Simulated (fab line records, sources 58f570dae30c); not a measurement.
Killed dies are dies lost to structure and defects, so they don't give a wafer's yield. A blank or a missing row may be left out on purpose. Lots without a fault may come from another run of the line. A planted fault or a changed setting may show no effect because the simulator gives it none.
A struck lot beside a sound one | flow berkeley_cmos170 | 18 steps out of a route of 331
Sound: wafers L544.2, L544.5, L544.6. Struck: wafers L552.1, L552.3, L552.6. The cause comes at the end.
At each step with rows: each side's tool, then ch and its chambers, then its first start. Under that, the readings that differ: sound wafers | struck wafers | difference of the means | sigmas: that difference in standard deviations of wafers without a fault.
alike: readings whose means differ by less than 2 such deviations, and words and numbers that are the same on both sides. not compared: withheld readings, readings that some wafer has no value for, bounds like >300 that may hide the same value, and numbers for which the record gives no deviation and whose values overlap.
The two part at a step that has a row with sigmas, a row that says differs or no value, or rows on one side only. Numbers that don't overlap but have no deviation are shown without sigmas and don't part them. A reading that every wafer of one side lacks parts them only if that side has two wafers or more.

first, 1 step without rows for these wafers: UCB170_FIELD_WET_ETCH_06 (etches SiO2 in BOE, time 22 s).
UCB170_FIELD_THK_MEAS_90:
  sound on film_metro-01, day 6 21:08; struck on film_metro-01, day 8 02:30
  reading                     | sound       | struck      | difference | sigmas
  FIELD_OXIDE_LEFT_1_THK (nm) | 455 470 464 | 438 444 437 | -23        | -2
then, 2 steps without rows for these wafers: UCB170_SACOX_CLEAN_00 (cleans in dHF, time 7.5 s); UCB170_SACOX_OXIDATION_01 (target thk 14.4 nm, ox time 2400 s).
UCB170_SACOX_THK_MEAS_02:
  sound on film_metro-03, day 7 02:16; struck on film_metro-03, day 8 08:05
  alike: SACOX_OXIDE_THK
then, 2 steps without rows for these wafers: UCB170_SCREENOX_WET_ETCH_00 (etches SiO2 in dHF, time 200 s); UCB170_SCREENOX_OXIDATION_01 (target thk 14.4 nm, ox time 2400 s).
UCB170_SCREENOX_THK_MEAS_02:
  sound on film_metro-04, day 7 07:04; struck on film_metro-02, day 8 13:55
  alike: SCREENOX_OXIDE_THK
then, 4 steps without rows for these wafers: UCB170_SCREENOX_ANNEAL_03 (time 900 s); UCB170_NVT_HMDS_00 (prime time 60 s); UCB170_NVT_COAT_01 (resist thk 900 nm); UCB170_NVT_SOFTBAKE_02 (time 60 s).
UCB170_NVT_EXPOSE_03: exposes mask PWELL, target cd 3000 nm.
  sound on krf_scanner-02 ch 0, day 7 12:55; struck on krf_scanner-01 ch 0, day 8 22:04
  reading                     | sound             | struck            | difference | sigmas
  model.NVT.overlay_x_nm (nm) | 2.786 2.786 2.786 | 498.3 498.3 498.3 | +495.5     |
  alike: mask
then, 2 steps without rows for these wafers: UCB170_NVT_PEB_04; UCB170_NVT_DEVELOP_05 (develop time 45 s).
UCB170_NVT_OVL_MEAS_06:
  sound on overlay-01, day 7 13:46; struck on overlay-01, day 8 22:38
  reading      | sound    | struck      | difference | sigmas
  NVT_OVL (nm) | -4 -6 -6 | 496 498 499 | +503       | +70
then, 1 step without rows for these wafers: UCB170_NVT_IMPLANT_07.
-- the record jumps here: 3 days lie between the struck wafers' starts before and after (it left off in module NVT and takes up again in module M3, whose first step shown is number 331 of the route) --
UCB170_M3_PROBE_99:
  the record has rows for the struck wafers here (prober-01, day 11 19:01) and none for the sound ones

WHERE THEY PART
First at UCB170_FIELD_THK_MEAS_90; last, within this record, at UCB170_M3_PROBE_99.

WHY: what the simulator had put in
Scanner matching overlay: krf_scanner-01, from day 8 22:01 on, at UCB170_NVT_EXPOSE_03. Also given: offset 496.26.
